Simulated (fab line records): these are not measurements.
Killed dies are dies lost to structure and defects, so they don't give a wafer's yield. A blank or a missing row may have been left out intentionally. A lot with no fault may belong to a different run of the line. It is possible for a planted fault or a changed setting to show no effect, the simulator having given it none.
A struck lot beside a sound one :: flow berkeley-cmos170 :: 26 steps out of a route of 331
Sound: the wafers L737.1, L737.2, L737.3. Wafers L738.3, L738.4, L738.5 were the ones struck. The cause is named last.
Order at every step that has rows: each side's tool, ch and its chambers, its first start. Under that, the readings that differ: sound wafers :: struck wafers :: difference of the means :: sigmas: that difference in standard deviations of wafers without a fault.
alike: readings whose means differ by less than 2 such deviations, and words and numbers that are the same on both sides. not compared: withheld readings, readings that some wafer has no value for, bounds like >300 that may hide the same value, and numbers for which the record gives no deviation and whose values overlap.
A row with sigmas, a row that says differs or no value, or rows on one side alone: a step with any of these is where the two part. Numbers that have no deviation but don't overlap get no sigmas and don't part them. A reading missing from all wafers of one side parts the sides only when that side holds two or more wafers.

first, 2 steps without rows for these wafers: UCB170_SCREENOX_WET_ETCH_00 (etches SiO2 in dHF, time 200 s); UCB170_SCREENOX_OXIDATION_01 (target thk 14.4 nm, ox time 2400 s).
UCB170_SCREENOX_THK_MEAS_02:
  sound: film-metro-04 at day 6 11:14; struck: film-metro-03 at day 6 11:15
  alike: SCREENOX_OXIDE_THK
then, 7 steps without rows for these wafers: UCB170_SCREENOX_ANNEAL_03 (time 900 s); UCB170_NVT_HMDS_00 (prime time 60 s); UCB170_NVT_COAT_01 (resist thk 900 nm); UCB170_NVT_SOFTBAKE_02 (time 60 s); UCB170_NVT_EXPOSE_03 (exposes mask PWELL, target cd 3000 nm); UCB170_NVT_PEB_04; UCB170_NVT_DEVELOP_05 (develop time 45 s).
UCB170_NVT_OVL_MEAS_06:
  sound: overlay-02 at day 6 20:36; struck: overlay-01 at day 6 20:51
  alike: NVT_OVL
after that, 1 step had no rows for these wafers: UCB170_NVT_IMPLANT_07.
UCB170_NVT_STRIP_08: strips in O2.
  sound on plasma-asher-02 ch 0,1, day 6 20:47; struck on plasma-asher-03 ch 0,1, day 6 21:04
  no value came back on the struck wafers for chamber-pressure-mTorr (mTorr), drypump-motor-current-A (A), oes-product-au (a.u.), strip-time-to-endpoint-s (s); on the sound wafers chamber-pressure-mTorr (mTorr) reads 3494 3505 3498
reading: model.KrF_of_NVT_COAT_01.thk-nm (nm)
sound: 0 0 0
struck: 885.3 885 885.2
difference: +885.2
sigmas: 
  not compared: rf-hours-counter-h
UCB170_NVT_TW_MEAS_09:
  sound: film-metro-04 at day 6 20:53; struck: film-metro-02 at day 6 21:09
  alike: NVT_TW
then, 7 steps without rows for these wafers: UCB170_NVT_CLEAN_10 (cleans in SPM, time 600 s); UCB170_PVT_HMDS_00 (prime time 60 s); UCB170_PVT_COAT_01 (resist thk 900 nm); UCB170_PVT_SOFTBAKE_02 (time 60 s); UCB170_PVT_EXPOSE_03 (exposes mask NWELL, target cd 3000 nm); UCB170_PVT_PEB_04; UCB170_PVT_DEVELOP_05 (develop time 45 s).
UCB170_PVT_OVL_MEAS_06:
  sound: overlay-01 at day 6 22:00; struck: overlay-02 at day 6 22:14
  alike: PVT_OVL
after that, 1 step had no rows for these wafers: UCB170_PVT_IMPLANT_07.
UCB170_PVT_STRIP_08: strips in O2.
  sound on plasma-asher-04 ch 0,1, day 6 22:11; struck on plasma-asher-02 ch 0,1, day 6 22:26
reading: strip-time-to-endpoint-s (s)
sound: 21.77 21.80 21.76
struck: 47.92 47.92 47.91
difference: +26.14
sigmas: +99 or more
  alike: chamber-pressure-mTorr, drypump-motor-current-A, oes-product-au
  not compared: rf-hours-counter-h
UCB170_PVT_TW_MEAS_09:
  sound: film-metro-01 at day 6 22:17; struck: film-metro-04 at day 6 22:31
reading: PVT_TW
sound: 508.6 512.3 511.8
struck: 29.8 29.8 29.9
difference: -481.1
sigmas: -99 or more
then, 1 step without rows for these wafers: UCB170_GATE_WET_ETCH_00 (etches SiO2 in dHF, time 200 s).

WHERE THEY PART
At UCB170_NVT_STRIP_08 first; at UCB170_PVT_TW_MEAS_09 last (within this record only).

WHY: what the simulator had put in
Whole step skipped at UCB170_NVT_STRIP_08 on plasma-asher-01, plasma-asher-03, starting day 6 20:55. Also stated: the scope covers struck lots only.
